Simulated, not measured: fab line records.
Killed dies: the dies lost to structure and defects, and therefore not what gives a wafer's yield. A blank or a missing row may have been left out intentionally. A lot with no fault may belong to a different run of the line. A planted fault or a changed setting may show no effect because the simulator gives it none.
Matching of chambers / flow berkeleyCmos170 / UCB170_V2_CVD_00 on pecvd-04: 3 sister chambers
The step deposits SiO2 from TEOS/O2, target thk 2000 nm, time 250 s. 14 wafers are shown with their chamber, then 7 later ones without.

== WAFERS WITH THEIR CHAMBER ==
wafer=L444.3; chamber=1; heaterPowerW (W)=307
wafer=L444.5; chamber=0; heaterPowerW (W)=225
wafer=L444.6; chamber=1; heaterPowerW (W)=376
wafer=L448.1; chamber=1; heaterPowerW (W)=329
wafer=L448.4; chamber=1; heaterPowerW (W)=272
wafer=L448.5; chamber=0; heaterPowerW (W)=222
wafer=L451.3; chamber=0; heaterPowerW (W)=310
wafer=L451.4; chamber=0; heaterPowerW (W)=229
wafer=L451.5; chamber=1; heaterPowerW (W)=274
wafer=L456.1; chamber=2; heaterPowerW (W)=258
wafer=L456.4; chamber=2; heaterPowerW (W)=205
wafer=L456.6; chamber=1; heaterPowerW (W)=274
wafer=L458.3; chamber=2; heaterPowerW (W)=281
wafer=L458.5; chamber=1; heaterPowerW (W)=270

SIGNATURES (means of the wafers above)
reading=heaterPowerW; chamber 0=246.50; chamber 1=300.29; chamber 2=248.00; scatter within a chamber=40.6
Rule: for a wafer and a chamber, the distance is found by dividing, reading by reading, the gap between the wafer's reading and the chamber's mean by the reading's scatter, squaring, summing and taking the root. If the next closest chamber is less than 2 further off than the closest, the wafer can't be placed; otherwise it belongs to the closest. The scatter: take each reading less its chamber's mean, square it, sum over the shown wafers, divide by the number of wafers less the number of chambers, and take the root.

== WAFERS MISSING THEIR CHAMBER ==
wafer=L458.6; heaterPowerW (W)=309
wafer=L459.2; heaterPowerW (W)=267
wafer=L459.5; heaterPowerW (W)=203
wafer=L459.6; heaterPowerW (W)=308
wafer=L462.3; heaterPowerW (W)=251
wafer=L462.5; heaterPowerW (W)=274
wafer=L462.6; heaterPowerW (W)=211

== THE CHAMBER EACH PASSED THROUGH ==
wafer=L458.6; from the rows above=can't be placed: 1 or 2 or 0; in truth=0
wafer=L459.2; from the rows above=can't be placed: 2 or 0 or 1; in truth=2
wafer=L459.5; from the rows above=can't be placed: 0 or 2 or 1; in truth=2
wafer=L459.6; from the rows above=can't be placed: 1 or 2 or 0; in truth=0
wafer=L462.3; from the rows above=can't be placed: 2 or 0 or 1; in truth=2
wafer=L462.5; from the rows above=can't be placed: 2 or 1 or 0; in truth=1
wafer=L462.6; from the rows above=can't be placed: 0 or 2 or 1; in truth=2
Correct placement for 0 of the 7. These rows do not allow placing 7 (true chamber among the candidates in 7). Placed wrongly: 0.
